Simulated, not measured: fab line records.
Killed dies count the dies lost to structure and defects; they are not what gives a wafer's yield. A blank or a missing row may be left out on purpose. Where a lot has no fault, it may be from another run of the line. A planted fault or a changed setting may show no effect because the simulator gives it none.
Split-lot study ; flow berkeleyCmos170 ; route with 331 steps; 5 lots, 23 wafers read

THE SPLIT
At UCB170_NWELL_CVD_04 (deposits Si3N4 from SiH2Cl2/NH3, target thk 224 nm, time 3360 s), the setting tempC was moved away from the recipe's 800 C on 20 of the 23 wafers read, by -2.6% to -1.6%. For the rest of the wafers, this setting stayed at what the recipe calls for.

FROM THE SPLIT TO THE READING: what the file shows between them, 2 steps
- UCB170_NWELL_THK_MEAS_05
- UCB170_NWELL_DEVELOP_11: develop time 45 s (also split here: devTempC)

THE READING
oesProductAu, in a.u., at UCB170_NWELL_ETCH_13 (etches Si3N4 in CH3F/Ar/O2, stops on SiO2, target depth 246.4 nm, time 154 s). On this fab line, fault-free wafers typically give 0.937 a.u. with a standard deviation of 0.013 a.u.

wafer;tool, chamber at the split;tempC as run, C;against the recipe;oesProductAu, a.u.;against lot-mates on the recipe
L074.3;lpcvd-02, 0;800;recipe;0.941;-
L074.4;lpcvd-02, 0;800;recipe;0.924;-
L074.5;lpcvd-02, 0;800;recipe;0.940;-
L075.2;-, -;786.9;-1.6%;0.820;no lot-mate on the recipe
L075.3;-, -;786.9;-1.6%;0.831;no lot-mate on the recipe
L075.4;-, -;786.9;-1.6%;0.835;no lot-mate on the recipe
L075.5;-, -;786.9;-1.6%;0.818;no lot-mate on the recipe
L075.6;-, -;786.9;-1.6%;0.816;no lot-mate on the recipe
L076.1;-, -;786.6;-1.7%;0.836;no lot-mate on the recipe
L076.3;-, -;786.6;-1.7%;0.810;no lot-mate on the recipe
L076.4;-, -;786.6;-1.7%;0.820;no lot-mate on the recipe
L076.5;-, -;786.6;-1.7%;0.813;no lot-mate on the recipe
L076.6;-, -;786.6;-1.7%;0.833;no lot-mate on the recipe
L078.1;-, -;783.1;-2.1%;0.787;no lot-mate on the recipe
L078.2;-, -;783.1;-2.1%;0.786;no lot-mate on the recipe
L078.3;-, -;783.1;-2.1%;0.788;no lot-mate on the recipe
L078.4;-, -;783.1;-2.1%;0.812;no lot-mate on the recipe
L078.5;-, -;783.1;-2.1%;0.796;no lot-mate on the recipe
L085.1;-, -;778.9;-2.6%;0.740;no lot-mate on the recipe
L085.3;-, -;778.9;-2.6%;0.735;no lot-mate on the recipe
L085.4;-, -;778.9;-2.6%;0.766;no lot-mate on the recipe
L085.5;-, -;778.9;-2.6%;0.754;no lot-mate on the recipe
L085.6;-, -;778.9;-2.6%;0.755;no lot-mate on the recipe

THE FIT
A straight line over all 23 wafers: oesProductAu changes by +0.0695 a.u. for each +1% of tempC; r = +0.98; the points scatter about the line by 0.01 a.u.
Too few moved wafers have a lot-mate on the recipe to fit a line with each lot's own level taken away.

THE WHOLE CHAIN: every reading that the file lists as answering this split, in the file's order
step;what it does;reading;change (the file's fit);r (the file's)
UCB170_NWELL_CVD_04;deposits Si3N4 from SiH2Cl2/NH3, target thk 224 nm, time 3360 s;Si3N4_of_NWELL_CVD_04.thkNm (the simulator's own value, which no gauge read);+28.9 nm for each +1% of the setting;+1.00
UCB170_NWELL_THK_MEAS_05;;NWELL_NITRIDE_THK;+28.9 for each +1% of the setting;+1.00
UCB170_NWELL_ETCH_13;etches Si3N4 in CH3F/Ar/O2, stops on SiO2, target depth 246.4 nm, time 154 s;oesProductAu;+0.0695 a.u. for each +1% of the setting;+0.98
UCB170_NWELL_ETCH_13;etches Si3N4 in CH3F/Ar/O2, stops on SiO2, target depth 246.4 nm, time 154 s;etch.depthNm (the simulator's own value, which no gauge read);+28.9 nm for each +1% of the setting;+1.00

THE FILE'S OWN FIT
oesProductAu changes by +0.0695 a.u. for each +1% of tempC, r = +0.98.
